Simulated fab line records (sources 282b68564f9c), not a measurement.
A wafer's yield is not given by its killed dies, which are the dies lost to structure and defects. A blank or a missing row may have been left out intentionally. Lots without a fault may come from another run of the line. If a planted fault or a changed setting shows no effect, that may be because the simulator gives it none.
A lot that was struck, set against a sound lot || flow rit-cmos || 39 out of 202 route steps
Sound: these wafers, L434.3, L434.4, L434.5. Wafers L444.1, L444.3, L444.6 were the ones struck. The cause is named last.
Each step with rows lists, per side, the tool, then ch with its chambers, then its first start. Under that, the readings that differ: sound wafers || struck wafers || difference of the means || sigmas: that difference in standard deviations of wafers without a fault.
alike: words and numbers the same on both sides, and readings whose means are apart by under 2 such deviations; not compared: readings that were withheld, readings missing a value for some wafer, numbers with overlapping values and no deviation given by the record, and bounds like >300 which may hide the same value.
The two part at a step that has a row with sigmas, a row that says differs or no value, or rows on one side only. Numbers that don't overlap but have no deviation are shown without sigmas and don't part them. Lack of a reading on every wafer of one side parts them only where that side has two or more wafers.

first, 3 steps without rows for these wafers: RIT_GATE_EXPOSE_13 (exposes mask M6, target cd 150 nm); RIT_GATE_PEB_14; RIT_GATE_DEVELOP_15 (develop time 50 s).
RIT_GATE_CD_MEAS_16: target cd 150 nm.
  sound: cd-sem-02 at day 2 23:17; struck: cd-sem-01 at day 4 20:44
  alike: cd-nm
RIT_GATE_OVL_MEAS_17:
  sound: overlay-01 at day 2 23:23; struck: overlay-01 at day 4 20:52
  alike: GATE_OVL
then, 1 step without rows for these wafers: RIT_GATE_HARDBAKE_18 (time 60 s).
RIT_GATE_ETCH_19: etches poly-Si in SF6/CHF3/O2, stops on SiO2, time 165 s, target depth 312.5 nm.
  sound on rie-si-02 ch 0,2,3, day 2 23:34; struck on rie-si-02 ch 1,2, day 4 21:03
  alike: drypump-motor-current-A, oes-product-au, throttle-valve-pct
  not compared: rf-hours-counter-h
RIT_GATE_STRIP_20: strips in O2, time 180 s.
  sound on plasma-asher-01 ch 0,1, day 2 23:43; struck on plasma-asher-03 ch 0,1, day 4 21:10
  alike: drypump-motor-current-A
  not compared: rf-hours-counter-h
RIT_GATE_CD_MEAS_90: target cd 150 nm.
  sound: cd-sem-02 at day 2 23:53; struck: cd-sem-02 at day 4 21:20
  alike: cd-nm
then, 3 steps without rows for these wafers: RIT_REOX_CLEAN_00 (cleans in SC1, time 600 s); RIT_REOX_CLEAN_01 (cleans in dHF, time 30 s); RIT_REOX_CLEAN_02 (cleans in SC2, time 600 s).
RIT_REOX_OXIDATION_03: target thk 25.2 nm, ox time 5580 s.
  sound on furnace-04 ch 0, day 3 00:22; struck on furnace-04 ch 0, day 4 22:49
{"reading": "spike-tc-centre-C (C)", "sound": "902.1 901.7 902.1", "struck": "922.0 922.6 921.8", "difference": "+20.2", "sigmas": "+18"}
{"reading": "spike-tc-load-C (C)", "sound": "924 922 922", "struck": "941 942 941", "difference": "+19", "sigmas": "+5"}
{"reading": "spike-tc-source-C (C)", "sound": "920 922 920", "struck": "940 943 942", "difference": "+21", "sigmas": "+7"}
{"reading": "tube-center-temp-C (C)", "sound": "899.93 899.97 899.91", "struck": "919.96 919.91 919.86", "difference": "+19.97", "sigmas": "+99 or more"}
{"reading": "tube_center_temp_C_max", "sound": "901.8 901.8 902.4", "struck": "922.8 921.6 922.3", "difference": "+20.2", "sigmas": "+55"}
{"reading": "model.SiO2_of_REOX_OXIDATION_03.thk-nm (nm)", "sound": "24.88 24.67 24.63", "struck": "30.78 30.45 30.9", "difference": "+5.98", "sigmas": ""}
RIT_REOX_THK_MEAS_04:
  sound: film-metro-04 at day 3 02:56; struck: film-metro-01 at day 5 01:22
{"reading": "REOX_OXIDE_THK (nm)", "sound": "24.8 24.6 24.6", "struck": "30.8 30.5 30.9", "difference": "+6.1", "sigmas": "+13"}
then, 6 steps without rows for these wafers: RIT_NLDD_HMDS_00 (prime time 60 s); RIT_NLDD_COAT_01 (resist thk 1000 nm); RIT_NLDD_SOFTBAKE_02 (time 60 s); RIT_NLDD_EXPOSE_03 (exposes mask M7, target cd 40700 nm); RIT_NLDD_PEB_04; RIT_NLDD_DEVELOP_05 (develop time 50 s).
RIT_NLDD_OVL_MEAS_06:
  sound: overlay-01 at day 3 03:58; struck: overlay-01 at day 5 02:29
  alike: NLDD_OVL
then, 2 steps without rows for these wafers: RIT_NLDD_HARDBAKE_07 (time 60 s); RIT_NLDD_IMPLANT_08.
RIT_NLDD_STRIP_09: strips in O2, time 180 s.
  sound on plasma-asher-03 ch 0,1, day 3 04:21; struck on plasma-asher-02 ch 0,1, day 5 03:00
  alike: drypump-motor-current-A
  not compared: rf-hours-counter-h
RIT_NLDD_TW_MEAS_10:
  sound: film-metro-03 at day 3 04:29; struck: film-metro-01 at day 5 03:11
  alike: NLDD_TW
then, 6 steps without rows for these wafers: RIT_PLDD_HMDS_00 (prime time 60 s); RIT_PLDD_COAT_01 (resist thk 1000 nm); RIT_PLDD_SOFTBAKE_02 (time 60 s); RIT_PLDD_EXPOSE_03 (exposes mask M8, target cd 40900 nm); RIT_PLDD_PEB_04; RIT_PLDD_DEVELOP_05 (develop time 50 s).
RIT_PLDD_OVL_MEAS_06:
  sound: overlay-01 at day 3 05:31; struck: overlay-02 at day 5 04:05
  alike: PLDD_OVL
then, 2 steps without rows for these wafers: RIT_PLDD_HARDBAKE_07 (time 60 s); RIT_PLDD_IMPLANT_08.
RIT_PLDD_STRIP_09: strips in O2, time 180 s.
  sound on plasma-asher-01 ch 0,1, day 3 05:53; struck on plasma-asher-03 ch 0,1, day 5 04:25
  alike: drypump-motor-current-A
  not compared: rf-hours-counter-h
RIT_PLDD_TW_MEAS_10:
  sound: film-metro-03 at day 3 06:02; struck: film-metro-01 at day 5 04:36
  alike: PLDD_TW
RIT_SPACER_CLEAN_00: cleans in SC1, time 600 s.
  sound on wet-bench-03 ch 2, day 3 06:04; struck on wet-bench-02 ch 1, day 5 04:40
{"reading": "model.SiO2_of_REOX_OXIDATION_03.thk-nm (nm)", "sound": "22.98 22.78 22.73", "struck": "28.39 28.08 28.5", "difference": "+5.49", "sigmas": ""}
then, 1 step without rows for these wafers: RIT_SPACER_CLEAN_01 (cleans in dHF, time 30 s).
RIT_M1_PROBE_99:
  sound: prober-02 at day 3 22:58; struck: prober-02 at day 5 18:08
{"reading": "model.etest.pmos-turned.r-on-ohm-um", "sound": "3388 3379 3274", "struck": "5972 5817 6118", "difference": "+2622", "sigmas": ""}
{"reading": "model.etest.pmos_0p3.r-on-ohm-um", "sound": "6212 6295 6063", "struck": "7166 7377 7328", "difference": "+1100", "sigmas": ""}
{"reading": "model.etest.pmos_0p15.r-on-ohm-um", "sound": "2765 2727 2648", "struck": "3685 3769 3803", "difference": "+1039", "sigmas": ""}
{"reading": "model.etest.pldd.rs-ohm-sq", "sound": "511.5 496.5 500.9", "struck": "1101 1036 1116", "difference": "+581", "sigmas": ""}
{"reading": "model.etest.nmos_0p3.r-on-ohm-um", "sound": "2121 2121 2081", "struck": "2352 2390 2403", "difference": "+274", "sigmas": ""}
{"reading": "model.etest.nmos_0p15.r-on-ohm-um", "sound": "1106 1088 1074", "struck": "1348 1367 1398", "difference": "+282", "sigmas": ""}
{"reading": "model.etest.pldd.line-ohm-um", "sound": "163.1 158.5 156.4", "struck": "348.2 327.6 349", "difference": "+182.3", "sigmas": ""}
{"reading": "model.etest.nldd.rs-ohm-sq", "sound": "366.7 364 362.8", "struck": "537.6 522 540.9", "difference": "+169.0", "sigmas": ""}
  alike: killed-at-contacts, killed-at-front-end, killed-dies, killed-open, killed-short

WHERE THEY PART
Last at RIT_REOX_THK_MEAS_04 as far as this record goes, first at RIT_REOX_OXIDATION_03. Later steps at which nothing parts them and some readings are alike: RIT_NLDD_OVL_MEAS_06, RIT_NLDD_STRIP_09, RIT_NLDD_TW_MEAS_10, RIT_PLDD_OVL_MEAS_06, RIT_PLDD_STRIP_09, RIT_PLDD_TW_MEAS_10, RIT_M1_PROBE_99.

WHY: the cause the simulator had injected
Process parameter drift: furnace-04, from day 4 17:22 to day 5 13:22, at RIT_REOX_OXIDATION_03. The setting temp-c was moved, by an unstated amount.
